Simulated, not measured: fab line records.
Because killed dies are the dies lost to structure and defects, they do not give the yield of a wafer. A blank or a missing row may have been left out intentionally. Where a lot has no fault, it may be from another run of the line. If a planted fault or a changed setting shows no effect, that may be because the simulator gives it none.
A lot that was struck, set against a sound lot + flow rit-cmos + 44 steps out of a route of 202
Sound: these wafers, L329.1, L329.2, L329.6. Struck: wafers L339.1, L339.3, L339.5. Last of all comes the cause.
Order at every step that has rows: each side's tool, ch and its chambers, its first start. Under that, the readings that differ: sound wafers + struck wafers + difference of the means + sigmas: that difference in standard deviations of wafers without a fault.
alike: readings whose means differ by less than 2 such deviations, and words and numbers that are the same on both sides. not compared: withheld readings, readings that some wafer has no value for, bounds like >300 that may hide the same value, and numbers for which the record gives no deviation and whose values overlap.
The two part at a step that has a row with sigmas, a row that says differs or no value, or rows on one side only. Numbers that don't overlap but have no deviation are shown without sigmas and don't part them. Lack of a reading on every wafer of one side parts them only where that side has two or more wafers.

first, 2 steps without rows for these wafers: RIT_NLDD_HARDBAKE_07 (time 60 s); RIT_NLDD_IMPLANT_08.
RIT_NLDD_STRIP_09: strips in O2, time 180 s.
  sound on plasma-asher-02 ch 0,1, day 3 22:58; struck on plasma-asher-03 ch 0,1, day 5 22:13
  alike: chamber-pressure-mTorr, drypump-motor-current-A, o2-flow-sccm
  not compared: rf-hours-counter-h
RIT_NLDD_TW_MEAS_10:
  struck on film-metro-01, day 5 22:23; sound on film-metro-01, day 3 23:09
  alike: NLDD_TW
then, 6 steps without rows for these wafers: RIT_PLDD_HMDS_00 (prime time 60 s); RIT_PLDD_COAT_01 (resist thk 1000 nm); RIT_PLDD_SOFTBAKE_02 (time 60 s); RIT_PLDD_EXPOSE_03 (exposes mask M8, target cd 40900 nm); RIT_PLDD_PEB_04; RIT_PLDD_DEVELOP_05 (develop time 50 s).
RIT_PLDD_OVL_MEAS_06:
  struck on overlay-02, day 5 23:26; sound on overlay-01, day 4 00:11
  alike: PLDD_OVL
then, 1 step without rows for these wafers: RIT_PLDD_HARDBAKE_07 (time 60 s).
RIT_PLDD_IMPLANT_08:
  sound on implanter-03 ch 0, day 4 00:22; struck on implanter-02 ch 0, day 5 23:37
| reading                   | sound                | struck               | difference | sigmas      |
|---------------------------|----------------------|----------------------|------------|-------------|
| beam-energy-keV           | 20.005 20.002 19.998 | 18.800 18.805 18.797 | -1.201     | -99 or more |
| model.implant.rp-nm (nm)  | 17.96 17.96 17.96    | 15.78 15.78 15.78    | -2.18      |             |
| model.implant.drp-nm (nm) | 9.752 9.752 9.752    | 9.335 9.335 9.335    | -0.417     |             |
RIT_PLDD_STRIP_09: strips in O2, time 180 s.
  sound on plasma-asher-04 ch 0,1, day 4 00:31; struck on plasma-asher-01 ch 0,1, day 5 23:46
  alike: chamber-pressure-mTorr, drypump-motor-current-A, o2-flow-sccm
  not compared: rf-hours-counter-h
RIT_PLDD_TW_MEAS_10:
  struck on film-metro-01, day 5 23:56; sound on film-metro-02, day 4 00:42
| reading | sound          | struck         | difference | sigmas |
|---------|----------------|----------------|------------|--------|
| PLDD_TW | 2388 2377 2370 | 2287 2294 2274 | -93        | -5     |
then, 4 steps without rows for these wafers: RIT_SPACER_CLEAN_00 (cleans in SC1, time 600 s); RIT_SPACER_CLEAN_01 (cleans in dHF, time 30 s); RIT_SPACER_CLEAN_02 (cleans in SC2, time 600 s); RIT_SPACER_CVD_03 (deposits Si3N4 from SiH2Cl2/NH3, target thk 250 nm, time 3300 s).
RIT_SPACER_THK_MEAS_04:
  struck on film-metro-02, day 6 02:18; sound on film-metro-04, day 4 03:04
  alike: SPACER_NITRIDE_THK
RIT_SPACER_ETCHBACK_05: etches Si3N4 in SF6/CHF3, stops on SiO2, target depth 250 nm, time 240 s.
  sound on rie-diel-02 ch 0,2,3, day 4 03:08; struck on rie-diel-04 ch 1,2,3, day 6 02:22
  alike: chamber-pressure-mTorr, drypump-motor-current-A, oes-product-au, throttle-valve-pct
  not compared: rf-hours-counter-h
then, 6 steps without rows for these wafers: RIT_NSD_HMDS_00 (prime time 60 s); RIT_NSD_COAT_01 (resist thk 1000 nm); RIT_NSD_SOFTBAKE_02 (time 59.14 s); RIT_NSD_EXPOSE_03 (exposes mask M9, target cd 40700 nm); RIT_NSD_PEB_04; RIT_NSD_DEVELOP_05 (develop time 50 s).
RIT_NSD_OVL_MEAS_06:
  struck on overlay-02, day 6 03:29; sound on overlay-01, day 4 04:16
  alike: NSD_OVL
then, 2 steps without rows for these wafers: RIT_NSD_HARDBAKE_07 (time 60 s); RIT_NSD_IMPLANT_08.
RIT_NSD_STRIP_09: strips in O2, time 180 s.
  sound on plasma-asher-03 ch 0,1, day 4 04:35; struck on plasma-asher-03 ch 0,1, day 6 03:49
  alike: chamber-pressure-mTorr, drypump-motor-current-A, o2-flow-sccm
  not compared: rf-hours-counter-h
RIT_NSD_TW_MEAS_10:
  struck on film-metro-03, day 6 03:59; sound on film-metro-02, day 4 04:46
  alike: NSD_TW
then, 6 steps without rows for these wafers: RIT_PSD_HMDS_00 (prime time 60 s); RIT_PSD_COAT_01 (resist thk 1000 nm); RIT_PSD_SOFTBAKE_02 (time 60 s); RIT_PSD_EXPOSE_03 (exposes mask M10, target cd 40900 nm); RIT_PSD_PEB_04; RIT_PSD_DEVELOP_05 (develop time 50 s).
RIT_PSD_OVL_MEAS_06:
  struck on overlay-01, day 6 05:04; sound on overlay-02, day 4 05:52
  alike: PSD_OVL
then, 2 steps without rows for these wafers: RIT_PSD_HARDBAKE_07 (time 60 s); RIT_PSD_IMPLANT_08.
RIT_PSD_STRIP_09: strips in O2, time 180 s.
  sound on plasma-asher-04 ch 0,1, day 4 06:13; struck on plasma-asher-04 ch 0,1, day 6 05:23
  alike: chamber-pressure-mTorr, drypump-motor-current-A, o2-flow-sccm
  not compared: rf-hours-counter-h
RIT_SDANNEAL_RS_MEAS_06: uses a four-point probe to measure.
  struck on film-metro-03, day 6 06:20; sound on film-metro-03, day 4 07:08
| reading          | sound             | struck            | difference | sigmas |
|------------------|-------------------|-------------------|------------|--------|
| PLDD_RS (ohm/sq) | 177.4 177.8 178.3 | 180.9 181.6 181.1 | +3.4       | +7     |
RIT_M1_PROBE_99:
  struck on prober-02, day 6 13:22; sound on prober-02, day 4 14:29
| reading                               | sound                | struck               | difference | sigmas |
|---------------------------------------|----------------------|----------------------|------------|--------|
| model.etest.pmos-turned.r-on-ohm-um   | 3206 3221 3308       | 3839 3741 3798       | +548       |        |
| model.etest.pldd.rs-ohm-sq            | 484.8 462.4 484.2    | 697.3 662.3 680.1    | +202.8     |        |
| model.etest.pldd.line-ohm-um          | 155.2 148.2 154.6    | 216.6 209.9 215.8    | +61.4      |        |
| model.etest.pmos-turned.drive-ua-um   | 205.3 206.8 199.5    | 158.7 166.7 162.6    | -41.2      |        |
| model.etest.pmos-turned.overlap-ff-um | 0.3556 0.3638 0.3562 | 0.3132 0.3177 0.3148 | -0.0433    |        |
| model.etest.pmos_0p15.overlap-ff-um   | 0.2427 0.2493 0.2393 | 0.206 0.2093 0.2089  | -0.036     |        |
  alike: killed_at_M0_to_M3, killed-at-contacts, killed-at-front-end, killed-dies, killed-open, killed-short

== WHERE THEY PART ==
Last at RIT_SDANNEAL_RS_MEAS_06 as far as this record goes, first at RIT_PLDD_IMPLANT_08. Later steps at which nothing parts them and some readings are alike: RIT_M1_PROBE_99.

WHY: what the simulator had put in
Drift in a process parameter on implanter-02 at RIT_PLDD_IMPLANT_08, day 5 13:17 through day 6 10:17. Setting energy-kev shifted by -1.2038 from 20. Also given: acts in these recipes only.
